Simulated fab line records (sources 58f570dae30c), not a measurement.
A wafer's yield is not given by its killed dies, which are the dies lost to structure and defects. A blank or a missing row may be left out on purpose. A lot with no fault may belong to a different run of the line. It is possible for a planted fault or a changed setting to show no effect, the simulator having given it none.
Struck lot and sound lot, side by side || flow berkeley cmos170 || 16 steps out of a route of 331
Sound: these wafers, L959.1, L959.2, L959.6. Wafers struck: L973.2, L973.3, L973.5. The cause comes at the end.
For every step that has rows: the tool of each side, followed by ch and its chambers, followed by its first start. Under that, the readings that differ: sound wafers || struck wafers || difference of the means || sigmas: that difference in standard deviations of wafers without a fault.
alike: readings with means less than 2 such deviations apart, plus words and numbers identical on both sides. not compared: withheld readings, readings lacking a value on some wafer, bounds such as >300 that could conceal the same value, and numbers that have no deviation in the record and whose values overlap.
A row with sigmas, a row that says differs or no value, or rows on one side alone: a step with any of these is where the two part. Numbers that don't overlap but have no deviation are shown without sigmas and don't part them. A reading that every wafer of one side lacks parts them only if that side has two wafers or more.

first, 6 steps without rows for these wafers: UCB170_M2_COAT_09; UCB170_M2_COAT_10 (resist thk 900 nm); UCB170_M2_SOFTBAKE_11 (time 60 s); UCB170_M2_EXPOSE_12 (exposes mask METAL2, target cd 700 nm); UCB170_M2_PEB_13; UCB170_M2_DEVELOP_14 (develop time 45 s).
UCB170_M2_CD_MEAS_15: target cd 700 nm.
  sound: cd sem-01 at day 8 12:39; struck: cd sem-02 at day 11 19:56
  alike: cd nm
UCB170_M2_OVL_MEAS_16:
  sound: overlay-02 at day 8 12:46; struck: overlay-01 at day 11 20:02
  alike: M2_OVL
UCB170_M2_ETCH_17: etches BARC in N2/H2.
  sound on rie diel-03 ch 0,2,3, day 8 12:49; struck on rie diel-04 ch 1,2,3, day 11 20:04
  alike: drypump motor current A, h2 flow sccm, oes product au, throttle valve pct
UCB170_M2_METAL_ETCH_18: etches Al in Cl2/BCl3, stops on SiO2, target depth 1170 nm, time 195 s.
  sound on rie metal-03 ch 0, day 8 12:51; struck on rie metal-01 ch 1, day 11 20:07
{"reading": "oes product au (a.u.)", "sound": "0.835 0.832 0.838", "struck": "0.897 0.893 0.878", "difference": "+0.054", "sigmas": "+3"}
  alike: drypump motor current A, throttle valve pct
  not compared: rf hours counter h
UCB170_M2_STRIP_19: strips in O2.
  sound on plasma asher-02 ch 0,1, day 8 13:13; struck on plasma asher-02 ch 0, day 11 20:17
  alike: drypump motor current A, oes product au
  not compared: rf hours counter h
UCB170_M2_CD_MEAS_90: target cd 700 nm.
  sound: cd sem-02 at day 8 13:19; struck: cd sem-01 at day 11 20:25
  alike: cd nm
UCB170_V2_CVD_00: deposits SiO2 from TEOS/O2, target thk 2000 nm, time 250 s.
  sound on pecvd-02 ch 0,2, day 8 13:26; struck on pecvd-02 ch 0, day 11 20:31
{"reading": "run length s (s)", "sound": "277.1 277.6 277.2", "struck": "375.0 375.6 375.2", "difference": "+98.0", "sigmas": "+99 or more"}
{"reading": "model.SiO2_of_V2_CVD_00.thk nm (nm)", "sound": "1994 1983 2042", "struck": "2735 2792 2757", "difference": "+755", "sigmas": ""}
  alike: heater power w, susceptor temp C
  not compared: since wet clean h
UCB170_V2_THK_MEAS_01:
  sound: film metro-03 at day 8 13:36; struck: film metro-01 at day 11 20:46
{"reading": "V2_TEOS_THK (nm)", "sound": "1992 1983 2041", "struck": "2736 2793 2757", "difference": "+757", "sigmas": "+29"}
UCB170_V2_CMP_02: polishes SiO2.
  sound on cmp-02 ch 1,2, day 8 13:40; struck on cmp-02 ch 0,3, day 11 20:49
  alike: motor current A, platen rpm
UCB170_M3_PROBE_99:
  record: rows for the struck wafers here (prober-02, day 12 04:04), none for the sound ones

## WHERE THEY PART
First at UCB170_M2_METAL_ETCH_18; last, within this record, at UCB170_M3_PROBE_99.

WHY: what the simulator had put in
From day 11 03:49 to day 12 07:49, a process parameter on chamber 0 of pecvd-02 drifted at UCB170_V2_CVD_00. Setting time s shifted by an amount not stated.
